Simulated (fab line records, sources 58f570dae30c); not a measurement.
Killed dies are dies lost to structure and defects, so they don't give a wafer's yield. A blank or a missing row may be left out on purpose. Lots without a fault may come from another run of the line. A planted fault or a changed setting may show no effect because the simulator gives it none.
One fault seen from 2 desks | flow berkeley_cmos170 | each desk has only its own numbers; what lay behind them comes last

THE METROLOGY DESK
What the gauges read, lot by lot, whatever tool the lot ran on: means of the sampled wafers that have a number. A lot is out of limits, marked OUT, if its mean lies more than 4 standard deviations from the usual mean; the brackets give that distance.
Columns: A = SPACER_TEOS_THK at UCB170_SPACER_THK_MEAS_01, usual 377 nm; B = PSD_TW at UCB170_PSD_TW_MEAS_10, usual 2331
lot  | first seen here | A              | B
L305 | day 6 08:32     | 377            | 2329
L309 | day 7 08:36     | 375            | 2329
L310 | day 7 12:29     | 377            | 2326
L311 | day 7 13:04     | 374            | 2332
L308 | day 7 13:37     | 383            | 2343
L314 | day 8 05:32     | 379            | 2324
L313 | day 8 05:43     | 379            | 2316
L312 | day 8 06:08     | 383            | 2313
L317 | day 8 21:46     | 376            | 2327
L316 | day 8 22:27     | 381            | 2333
L324 | day 10 10:14    | 356 (-4.4) OUT | 2351
L325 | day 10 11:10    | 375            | 2336
L327 | day 11 10:37    | 374            | 2332
This desk's finding: out of limits on L324; first on L324, day 10 10:14 (SPACER_TEOS_THK at UCB170_SPACER_THK_MEAS_01). In limits: L305, L309, L310, L311, L308, L314, L313, L312, L317, L316, L325, L327.

THE TOOL OWNER'S DESK: pecvd-03
The tool's own readings at UCB170_SPACER_CVD_00 (deposits SiO2 from TEOS/O2, target thk 376 nm, time 47 s): means of the sampled wafers that have a number, for each lot that ran on this tool. A lot is out of limits, marked OUT, if its mean lies more than 4 standard deviations from the usual mean; the brackets give that distance.
Columns: A = heater_power_w at UCB170_SPACER_CVD_00, usual 236 W; B = rf_fwd_power_W at UCB170_SPACER_CVD_00, usual 544.4 W
lot  | first seen here | A   | B
L309 | day 7 08:34     | 236 | 541.8
L310 | day 7 12:26     | 228 | 544.4
L308 | day 7 13:34     | 241 | 546.2
L313 | day 8 05:39     | 271 | 542.7
L316 | day 8 22:25     | 284 | 543.9
L324 | day 10 10:11    | 266 | 472.0 (-33) OUT
This desk's finding: out of limits on L324; first on L324, day 10 10:11 (rf_fwd_power_W at UCB170_SPACER_CVD_00). In limits: L309, L310, L308, L313, L316.

PUT TOGETHER
The tool owner's desk could have raised an alarm at day 10 10:11, on L324.
The metrology desk could have raised an alarm at day 10 10:14, on L324.
Of the lots named, all ran UCB170_SPACER_CVD_00 on pecvd-03.

WHAT THE SIMULATOR HAD PUT IN
Process parameter drift: pecvd-03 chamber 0, from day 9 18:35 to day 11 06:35, at UCB170_SPACER_CVD_00. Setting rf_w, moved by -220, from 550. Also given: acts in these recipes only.
Lots struck among those shown: L324.
Hours from the fault's start to each desk's first reading out of limits: the tool owner's desk, 16; the metrology desk, 16.
